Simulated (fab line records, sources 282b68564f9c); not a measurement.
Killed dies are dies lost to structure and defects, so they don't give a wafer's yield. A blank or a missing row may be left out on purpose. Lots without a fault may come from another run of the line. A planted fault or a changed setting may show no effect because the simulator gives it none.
A struck lot beside a sound one | flow rit_cmos | 14 steps out of a route of 202
Sound: wafers L953.1, L953.3, L953.6. Struck: wafers L956.2, L956.3, L956.5. The cause comes at the end.
At each step with rows: each side's tool, then ch and its chambers, then its first start. Under that, the readings that differ: sound wafers | struck wafers | difference of the means | sigmas: that difference in standard deviations of wafers without a fault.
alike: readings whose means differ by less than 2 such deviations, and words and numbers that are the same on both sides. not compared: withheld readings, readings that some wafer has no value for, bounds like >300 that may hide the same value, and numbers for which the record gives no deviation and whose values overlap.
The two part at a step that has a row with sigmas, a row that says differs or no value, or rows on one side only. Numbers that don't overlap but have no deviation are shown without sigmas and don't part them. A reading that every wafer of one side lacks parts them only if that side has two wafers or more.

first, 1 step without rows for these wafers: RIT_GATE_CLEAN_04 (cleans in dHF, time 60 s).
RIT_FOX2_THK_MEAS_91:
  sound on film_metro-04, day 2 18:26; struck on film_metro-04, day 3 10:59
  alike: FIELD_OXIDE_LEFT_2_THK
then, 2 steps without rows for these wafers: RIT_GATE_OXIDATION_05 (target thk 3 nm, ox time 270 s); RIT_GATE_ANNEAL_06 (time 600 s).
RIT_GATE_THK_MEAS_07:
  sound on film_metro-02, day 2 19:49; struck on film_metro-02, day 3 15:02
  alike: GATE_OXIDE_THK
then, 1 step without rows for these wafers: RIT_GATE_CVD_08 (deposits poly-Si from SiH4, target thk 250 nm, time 2220 s).
RIT_GATE_THK_MEAS_09:
  sound on film_metro-01, day 2 21:29; struck on film_metro-04, day 3 16:43
  alike: GATE_POLY_THK
then, 5 steps without rows for these wafers: RIT_GATE_HMDS_10 (prime time 60 s); RIT_GATE_COAT_11 (resist thk 850 nm); RIT_GATE_SOFTBAKE_12 (time 60 s); RIT_GATE_EXPOSE_13 (exposes mask M6, target cd 150 nm); RIT_GATE_PEB_14.
RIT_GATE_DEVELOP_15: develop time 50 s.
  sound on litho_track-01 ch 0, day 2 22:00; struck on litho_track-03, day 3 17:00
  no value came back on the struck wafers for chill_plate_temp_C (C), develop_time_s (s); on the sound wafers chill_plate_temp_C (C) reads 23.09 23.02 23.15
RIT_GATE_CD_MEAS_16: target cd 150 nm.
  sound on cd_sem-01, day 2 22:24; struck on cd_sem-01, day 3 17:44
  reading    | sound             | struck | difference                    | sigmas
  cd_nm (nm) | 151.4 151.4 151.3 | - - -  | no value on the struck wafers |

WHERE THEY PART
First at RIT_GATE_DEVELOP_15; last, within this record, at RIT_GATE_CD_MEAS_16.

WHY: what the simulator had put in
Skipped step whole: litho_track-03, from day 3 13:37 on, at RIT_GATE_DEVELOP_15. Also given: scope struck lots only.
